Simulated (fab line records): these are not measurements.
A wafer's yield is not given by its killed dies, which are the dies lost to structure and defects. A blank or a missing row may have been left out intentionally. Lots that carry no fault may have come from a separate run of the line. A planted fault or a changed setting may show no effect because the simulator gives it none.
The tool behind it: which one? | flow berkeleyCmos170 | 14 lots, 42 wafers sampled, at 2 steps of a route of 331

WHAT THE GAUGES READ, wafer by wafer
UCB170_PWELL_TW_MEAS_17.
lot  | measured    | on           | PWELL_TW
L454 | day 3 14:33 | filmMetro-02 | 381.6 378.9 378.3
L456 | day 3 17:33 | filmMetro-04 | 374.0 377.2 375.1
L457 | day 3 22:57 | filmMetro-02 | 381.3 378.6 378.5
L458 | day 4 04:29 | filmMetro-01 | 380.2 381.4 379.5
L459 | day 4 08:24 | filmMetro-01 | 379.5 380.2 377.8
L460 | day 4 15:03 | filmMetro-02 | 379.9 381.3 382.1
L461 | day 4 15:18 | filmMetro-02 | 379.6 379.9 383.0
L462 | day 5 01:34 | filmMetro-02 | 380.5 380.7 378.0
L463 | day 5 01:52 | filmMetro-02 | 380.1 379.8 379.6
L471 | day 6 21:06 | filmMetro-01 | 369.0 367.0 370.3
L472 | day 7 06:50 | filmMetro-04 | 377.1 379.1 379.1
L473 | day 7 07:05 | filmMetro-02 | 369.1 367.1 368.1
L475 | day 7 14:15 | filmMetro-04 | 378.8 379.8 380.4
L476 | day 8 00:55 | filmMetro-01 | 380.3 379.9 380.8

WHAT TOOL EACH LOT RAN ON (gives the tool, then ch and the chambers of the sampled wafers, and finally the start)
lot  | UCB170_PWELL_IMPLANT_15
L454 | implanter-03 ch 0, day 3 14:19
L456 | implanter-03 ch 0, day 3 17:19
L457 | implanter-04 ch 0, day 3 22:42
L458 | implanter-01 ch 0, day 4 04:14
L459 | implanter-04 ch 0, day 4 08:10
L460 | implanter-01 ch 0, day 4 14:48
L461 | implanter-04 ch 0, day 4 15:04
L462 | implanter-01 ch 0, day 5 01:19
L463 | implanter-04 ch 0, day 5 01:38
L471 | implanter-01 ch 0, day 6 20:51
L472 | implanter-04 ch 0, day 7 06:35
L473 | implanter-01 ch 0, day 7 06:50
L475 | implanter-03 ch 0, day 7 14:00
L476 | implanter-03 ch 0, day 8 00:40
- UCB170_PWELL_IMPLANT_15

AS READ BY THE TOOLS THEMSELVES (means over the sampled wafers that have a number; for cases with no such wafer, the mark the record gives instead)
UCB170_PWELL_IMPLANT_15.
lot  | tool         | beamEnergyKeV | doseIonsCm2 | faradayCurrentUA
L454 | implanter-03 | 60.000        | 4.996e+12   | 16.1
L456 | implanter-03 | 60.025        | 5.000e+12   | 15.7
L457 | implanter-04 | 60.032        | 4.995e+12   | 16.2
L458 | implanter-01 | 59.999        | 4.998e+12   | 15.5
L459 | implanter-04 | 60.010        | 5.005e+12   | 15.7
L460 | implanter-01 | 60.010        | 5.011e+12   | 15.9
L461 | implanter-04 | 59.995        | 4.997e+12   | 15.7
L462 | implanter-01 | 60.015        | 5.000e+12   | 15.7
L463 | implanter-04 | 60.028        | 5.001e+12   | 16.2
L471 | implanter-01 | 59.991        | 4.494e+12   | 14.1
L472 | implanter-04 | 60.004        | 5.003e+12   | 16.0
L473 | implanter-01 | 59.992        | 4.500e+12   | 14.2
L475 | implanter-03 | 60.001        | 5.007e+12   | 15.7
L476 | implanter-03 | 60.014        | 4.998e+12   | 15.8

THE ANSWER, worked out from the rows above alone
Rule: usual is defined by the lots themselves. The widest of any qualifying gaps counts: lots, ordered by their means at a reading, are off when they make up no more than a third of the lots, leave a main group of 4 or more, and stand apart from it by 3 or more times the standard deviation of that group's means. If all means in a main group match to the digits the tables above print for the reading, that group is not used. Also off: a lot with no number at a reading for which 4 or more lots have one. The other lots that the step has rows for count as sound. After the gauges, taken in route order, come the tools' own readings; for these a lot's mean is taken, as printed above. At the first step where some lot is off, the reading lying furthest off is the one used; lots without a number count as furthest.
Off: L471, L473, at UCB170_PWELL_TW_MEAS_17 (PWELL_TW). The main group: mean 379.5, standard deviation 1.4.
If a tool, at a process step before that reading, ran all the lots that are off and no sound lot after the first of them, it fits. Not tried: the gauges at UCB170_PWELL_TW_MEAS_17; whatever is off there is also off at UCB170_PWELL_IMPLANT_15, on other tools, and gauge error can't account for it. One fits: implanter-01 at UCB170_PWELL_IMPLANT_15. Its last sound lot is L462 (day 5 01:19), its first lot that is off L471 (day 6 20:51): a fault that began between those two fits.
The tool's own readings at UCB170_PWELL_IMPLANT_15 bear it out: on the lots that are off they differ by more than 5 times the standard deviation of the sound lots' means. doseIonsCm2 reads 4.497e+12 there against 5.001e+12 on the sound lots; faradayCurrentUA reads 14.1 there against 15.8 on the sound lots.

WHAT WAS PUT IN BY THE SIMULATOR
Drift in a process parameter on implanter-01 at UCB170_PWELL_IMPLANT_15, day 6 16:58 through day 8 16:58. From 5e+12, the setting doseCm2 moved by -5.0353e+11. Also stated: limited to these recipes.
Lots struck among those shown: L471, L473. The rule above found the same.
